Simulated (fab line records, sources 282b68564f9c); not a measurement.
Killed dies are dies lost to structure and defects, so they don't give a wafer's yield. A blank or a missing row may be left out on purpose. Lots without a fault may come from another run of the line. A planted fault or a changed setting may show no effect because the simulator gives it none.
Split-lot experiment | flow rit_cmos | 5 lots, 23 wafers read, on a route of 202 steps

THE SPLIT
At RIT_NSD_SOFTBAKE_02 (time 60 s), the setting temp_c was moved away from the recipe's 90 C on 10 of the 23 wafers read, by -2.9% to +1.6%. The other wafers ran this setting at the recipe's value.

FROM THE SPLIT TO THE READING: what the file shows between them, 2 steps
- RIT_NSD_EXPOSE_03: exposes mask M9, target cd 40700 nm
- RIT_NSD_PEB_04

THE READING
NOVOLAK_of_NSD_COAT_01.thk_nm (the simulator's own value, which no gauge read), in nm, at RIT_NSD_DEVELOP_05 (develop time 50 s). The file gives no usual value for it. The 13 wafers here that ran the recipe average 998.8 nm, standard deviation 2.2 nm.

wafer  | tool, chamber at the split | temp_c as run, C | against the recipe | NOVOLAK_of_NSD_COAT_01.thk_nm, nm | against lot-mates on the recipe
L076.1 | litho_track-02, 0          | 90               | recipe             | 1002                              | -
L076.3 | litho_track-02, 0          | 90               | recipe             | 1001                              | -
L076.4 | litho_track-02, 0          | 87.37            | -2.9%              | 1008                              | +6.5
L076.5 | litho_track-02, 0          | 87.37            | -2.9%              | 1008                              | +6.5
L076.6 | litho_track-02, 0          | 87.37            | -2.9%              | 1009                              | +7.5
L077.1 | litho_track-04, 0          | 90               | recipe             | 1002                              | -
L077.3 | litho_track-04, 0          | 90               | recipe             | 997                               | -
L077.4 | litho_track-04, 0          | 91.41            | +1.6%              | 991.8                             | -7.0
L077.5 | litho_track-04, 0          | 91.41            | +1.6%              | 994.8                             | -4.0
L077.6 | litho_track-04, 0          | 90               | recipe             | 997.4                             | -
L082.1 | litho_track-01, 0          | 90               | recipe             | 996.1                             | -
L082.3 | litho_track-01, 0          | 89.02            | -1.1%              | 998.6                             | +2.4
L082.4 | litho_track-01, 0          | 90               | recipe             | 996.3                             | -
L082.5 | litho_track-01, 0          | 89.02            | -1.1%              | 996.9                             | +0.7
L082.6 | litho_track-01, 0          | 89.02            | -1.1%              | 999.3                             | +3.1
L083.1 | litho_track-04, 0          | 88.57            | -1.6%              | 1001                              | +3.8
L083.2 | litho_track-04, 0          | 88.57            | -1.6%              | 1002                              | +4.8
L083.4 | litho_track-04, 0          | 90               | recipe             | 996.1                             | -
L083.5 | litho_track-04, 0          | 90               | recipe             | 997.2                             | -
L083.6 | litho_track-04, 0          | 90               | recipe             | 998.2                             | -
L085.1 | litho_track-01, 0          | 90               | recipe             | 999.6                             | -
L085.2 | litho_track-01, 0          | 90               | recipe             | 1001                              | -
L085.3 | litho_track-01, 0          | 90               | recipe             | 1000                              | -

THE FIT
A straight line over all 23 wafers: NOVOLAK_of_NSD_COAT_01.thk_nm changes by -2.95 nm for each +1% of temp_c; r = -0.84; the points scatter about the line by 2.3 nm.
The same after taking each lot's own level away (the mean of its wafers on the recipe; 23 wafers): -2.59 nm for each +1%; r = -0.93; scatter 1.3 nm.
On that fit, the largest move of temp_c shifts the reading by 7.6 nm.
The lots' own levels span 996.20 to 1001.50 nm, that is 2.4 times the standard deviation above.
So the lot-to-lot level changes the slope: the two fits differ.
Check: with one of the wafers moved furthest among these (-2.9%) left out of the fit, the line predicts +7.48 nm for it against its lot-mates. It came out at +6.5 nm against them.

OTHER SPLITS ON THESE WAFERS
These wafers also went through other splits before the reading. Each is held against what the fit with the lots' levels taken away leaves over:
other split on the same wafers | wafers away from the commonest value | r with NOVOLAK_of_NSD_COAT_01.thk_nm (lot level and that fit taken away)
RIT_NLDD_COAT_01 resist_thk_nm | 5                                    | +0.37
RIT_NLDD_IMPLANT_08 dose_cm2   | 6                                    | +0.18

THE FILE'S OWN FIT
NOVOLAK_of_NSD_COAT_01.thk_nm changes by -2.57 nm for each +1% of temp_c, r = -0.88.
